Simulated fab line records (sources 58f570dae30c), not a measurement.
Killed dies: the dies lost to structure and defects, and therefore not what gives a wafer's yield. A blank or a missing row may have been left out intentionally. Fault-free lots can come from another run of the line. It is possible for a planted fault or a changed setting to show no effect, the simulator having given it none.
Code-filled problem report in 8D (eight disciplines) form	flow berkeley_cmos170	the parts of the form that need people (team, actions taken, sign-off) are left out

1. THE PROBLEM
Mean of beam_energy_keV at UCB170_NLDD_IMPLANT_08: 30.728 across 6 wafers in 2 lots; on wafers with no fault it is 29.999 (standard deviation 0.0088). That puts it +83 standard deviations away from the usual mean.
Earliest sighting: wafer L868.1 on implanter-01 at day 9 17:46. At this step, 18 wafers from 6 lots have a number in the record. The rule behind "out" and "out of limits": a value lying over 4 standard deviations away from the usual mean. All remaining wafers that have a number are taken as sound.

2. WHAT IT IS; WHAT IT IS NOT
question	is	is not
which readings at this step	beam_energy_keV	-
which lots	L868, L870	L859, L869, L871, L875
which wafers of those lots	all that have a number	-
read on which tools	implanter-01	implanter-02, implanter-04
when	from day 9 17:46	up to then (3 sound wafers); but 9 sound wafers of L869, L871, L875 came after

3. SUSPECTS, AND WHAT RULES EACH OUT
Counting: any tool at a process step up to the reading is kept as a suspect provided that every lot that is out went through it and no sound lot did after the first of them.
- implanter-01 at UCB170_NLDD_IMPLANT_08: kept. Every lot that is out went through it, starting with L868 (day 9 17:46), and after that it ran no sound lot; the last sound lot it ran before then is L859 (day 7 17:00). Its own beam_energy_keV readings are out on those wafers.
Left after counting: implanter-01 at UCB170_NLDD_IMPLANT_08.

4. THE CAUSE (what the simulator had put in)
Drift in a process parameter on implanter-01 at UCB170_NLDD_IMPLANT_08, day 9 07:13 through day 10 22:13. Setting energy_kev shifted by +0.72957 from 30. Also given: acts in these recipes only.
Counting left only this tool.

5. THE EFFECT CHAIN, in route order
One row per reading whose mean, taken over the struck wafers that have a number, lies over 3 standard deviations from the usual. Scope: only readings with a usual standard deviation given in the record; hours: median across lots of the time from each lot's start at the first step in this table that gives one to its start at this step; sigmas: change in usual standard deviations.
hours	step	reading	usual	on struck wafers	change	sigmas
0	UCB170_NLDD_IMPLANT_08	beam_energy_keV	29.999	30.728	+0.729	+83
Here are the process steps it includes:
- UCB170_NLDD_IMPLANT_08

6. WHAT WOULD HAVE CAUGHT IT SOONER
In this record no reading fell out of limits until day 9 17:46, 11 hours after the fault had begun at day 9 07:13.
